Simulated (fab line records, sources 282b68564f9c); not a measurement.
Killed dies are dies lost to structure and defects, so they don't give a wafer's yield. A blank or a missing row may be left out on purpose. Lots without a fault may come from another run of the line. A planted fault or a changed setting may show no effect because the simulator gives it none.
fab line records | flow rit_cmos
record lots=14 wafers=42 last_day=7
route steps=202 shown FOX1@20 M1@202
lots that met no fault: from a run of the same line without faults
start_h: hours from the record's first day to the start of the lot's first wafer shown | wait_h: hours since the lot's step before | " the same as in the row above | L1.1+2: a row that stands for several wafers | - no value, or no start given | * or withheld: withheld | < > ~ a bound
route shown NAME@n: a module of which the file shows steps, and the number in the route of the first | usual: mean/standard deviation of fault-free wafers | same: alike in all rows | chamber/n: place in a boat | sites: the reading at each site | _std_site: their standard deviation | _edge_site: outer sites' mean less inner sites' | radius_mm: how far each site lies from the wafer's centre | mask NAME#n: copy n | behind: the tool/chamber that last shaped the wafer | hold: why the lot was held/for how many hours/how that ended | device: the transistor (n, p or np) that didn't switch | end of line: the same wafers' tests at the end of the route | a step without rows: its recipe alone | killed: dies lost to structure and defects at the first sort, not the wafer's yield | map: a wafer's dies, x killed, . not, _ none there
set.NAME: the setting as run; set.NAME@STEP: as run at that earlier step | model.NAME: the simulator's own value behind a step, which no gauge read
steps of the route over a sample of lots; a table a step, a row a wafer
services: from which hour (start_h, from the record's first day; less than 0 if before it) a tool's chamber was out of use, for how many hours, and why
## steps
# step RIT_FOX1_OXIDATION_00
# recipe temp_c=1100 ambient=H2O target_thk_a=3507 p_h2o_torr=720 ox_time_s=1130
# usual spike_tc_centre_C=1102.2/0.92 spike_tc_load_C=1126.7/2.3 spike_tc_source_C=1127.5/1.4 tube_center_temp_C=1100/0.1 tube_center_temp_C_max=1102.8/0.48
# same ox_time_s=1130
# columns lot.wafer tool chamber start_h wait_h spike_tc_centre_C spike_tc_load_C spike_tc_source_C tube_center_temp_C tube_center_temp_C_max
L110.1 furnace-01 0 18.30 1.2 1101.4 1128.6 1128.1 1100.2 1103.0
L110.3 " 0 " " 1102.0 1129.3 1127.3 1100 1103.8
L110.5 " 0 " " 1102.2 1129.2 1128.7 1100 1102.9
L111.1 furnace-02 0 20.71 0.0 1101.4 1126.1 1127.9 1100 1102.5
L111.2 " 0 " " 1101.7 1124.2 1127.5 1100.1 1102.2
L111.4 " 0 " " 1099.4 1124.4 1126.4 1099.9 1103.7
L112.2 furnace-02 0 25.74 0.0 1103.0 1124.8 1128.1 1099.9 1102.3
L112.3 " 0 " " 1102.7 1124.7 1126.9 1100.1 1103.2
L112.5 " 0 " " 1102.5 1124.1 1128.0 1100.2 1103.5
L113.1 furnace-01 0 32.05 1.5 1101.7 1127.8 1129.0 1100 1102.6
L113.4 " 0 " " 1102.3 1127.6 1128.9 1100.1 1102.2
L113.6 " 0 " " 1101.5 1128.6 1127.3 1100 1102.0
L114.1 furnace-02 0 35.71 0.0 1101.2 1124.2 1126.7 1100 1102.7
L114.2 " 0 " " 1101.4 1125.7 1126.9 1099.9 1103.6
L114.6 " 0 " " 1102.8 1124.6 1126.4 1099.9 1103.8
L118.1 furnace-01 0 57.11 1.6 1091.3 1116.7 1117.0 1087.9 1090.7
L118.4 " 0 " " 1090.4 1114.6 1119.4 1088 1090.3
L118.5 " 0 " " 1089.1 1117.8 1117.3 1087.9 1091.4
L119.3 furnace-02 0 60.83 0.0 1103.7 1124.6 1127.2 1099.9 1102.6
L119.4 " 0 " " 1101.8 1124.6 1126.0 1100.1 1102.6
L119.6 " 0 " " 1101.8 1123.9 1128.0 1099.8 1102.8
L121.3 furnace-01 0 72.29 1.8 1090.2 1116.8 1116.1 1088 1090.7
L121.5 " 0 " " 1089.7 1117.2 1115.9 1088 1090.1
L121.6 " 0 " " 1089.9 1115.3 1117.4 1088 1090.8
L125.1 furnace-04 0 91.34 0.0 1102.7 1128.8 1126.2 1100.2 1102.6
L125.2 " 0 " " 1102.7 1128.1 1125.4 1100.1 1103.4
L125.6 " 0 " " 1102.7 1129.1 1125.4 1100 1102.6
L127.3 furnace-02 0 100.52 0.0 1102.1 1124.7 1127.4 1099.9 1102.7
L127.4 " 0 " " 1102.7 1125.1 1128.5 1099.9 1103.0
L127.5 " 0 " " 1102.3 1124.2 1129.5 1099.9 1102.8
L128.1 furnace-04 0 108.78 0.0 1104.1 1129.0 1126.4 1100.1 1103.0
L128.2 " 0 " " 1101.9 1127.0 1127.0 1100 1102.8
L128.3 " 0 " " 1102.1 1128.8 1127.1 1100 1103.1
L129.1 furnace-04 0 110.65 0.0 1102.0 1129.2 1126.7 1099.9 1102.1
L129.3 " 0 " " 1103.6 1128.7 1127.8 1100 1102.0
L129.6 " 0 " " 1102.5 1128.3 1125.7 1099.9 1102.5
L132.2 furnace-02 0 125.68 0.0 1101.9 1123.8 1126.1 1100 1103.1
L132.3 " 0 " " 1102.6 1127.2 1127.4 1100.1 1102.4
L132.6 " 0 " " 1100.5 1124.0 1127.1 1100.1 1102.6
L133.2 furnace-02 0 130.65 0.0 1101.7 1125.1 1128.4 1100 1102.8
L133.4 " 0 " " 1104.0 1125.7 1126.2 1099.9 1102.9
L133.6 " 0 " " 1101.8 1125.6 1126.0 1099.8 1101.9
# step RIT_M1_PROBE_99
# usual killed_at_contacts=0.1/0.31 killed_at_front_end=7/3.2 killed_dies=7/3.2 killed_open=3.6/2.1 killed_short=3.5/2.1
# same gross_dies=264 killed_at_M0_to_M3=0 killed_at_M4_up=0 killed_at_back_side=0 killed_at_other=0
# columns lot.wafer tool chamber start_h wait_h killed_at_contacts killed_at_front_end killed_dies killed_open killed_short
L129.1 prober-01 - 154.89 0.1 0 9 9 6 3
L129.3 prober-01 - 154.99 0.2 0 7 7 3 4
L129.6 prober-01 - 155.14 0.2 0 9 9 5 4
L132.2 prober-02 - 167.92 0.1 0 4 4 2 2
L132.3 prober-02 - 167.97 0.2 1 6 7 4 3
L132.6 prober-02 - 168.12 0.2 0 4 4 2 2
# killed by level:class
L129.1 FOX1:geometric_particle:short=2 GATE:geometric_particle:open=2 FOX1:geometric_particle:open=1 FOX2:geometric_particle:open=1 REOX:geometric_particle:open=1 SPACER:geometric_particle:short=1 SILICIDE:geometric_particle:open=1
L129.3 FOX2:geometric_particle:open=2 GATE:geometric_particle:short=2 FOX1:geometric_particle:short=1 SILICIDE:geometric_particle:open=1 SILICIDE:geometric_particle:short=1
L129.6 SPACER:geometric_particle:open=2 FOX2:geometric_particle:short=1 FOX1:geometric_particle:short=1 GATE:geometric_particle:short=1 GATE:geometric_particle:open=1 REOX:geometric_particle:open=1 SPACER:geometric_particle:short=1 SILICIDE:geometric_particle:open=1
L132.2 FOX1:geometric_particle:short=2 FOX2:geometric_particle:open=2
L132.3 GATE:geometric_particle:open=2 GATE:geometric_particle:short=2 REOX:geometric_particle:open=1 SPACER:geometric_particle:short=1 CONTACT:geometric_particle:open=1
L132.6 REOX:geometric_particle:short=2 REOX:geometric_particle:open=2
## services
# columns tool chamber start_h hours kind
furnace-02 - -2.35 10.7 repair
furnace-04 - 2.97 2.7 pm
furnace-04 - 68.91 3.7 pm
## key
first_sign step=RIT_FOX1_OXIDATION_00 reading=tube_center_temp_C direction=down sigmas=99+ usual=* struck=*
effect step=RIT_FOX1_OXIDATION_00 reading=tube_center_temp_C_max direction=down sigmas=25 usual=* struck=*
met_at RIT_FOX1_OXIDATION_00
struck_lots L118,L121
tester_left_out L118,L121
onset_between 32.05 57.11
fault kind=process_parameter_drift tool=furnace-01 chamber=- onset_h=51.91 steps=RIT_FOX1_OXIDATION_00 channel=temp_c offset=* shape=step end_h=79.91 acts_in=* stated=*
# tester_left_out: of these lots the tester's yield and bins aren't shown, on N5 and GAA mostly nor the transistor test; their killed dies are dies lost to structure and defects alone, not to doping, threshold or leakage, so they don't give the yield
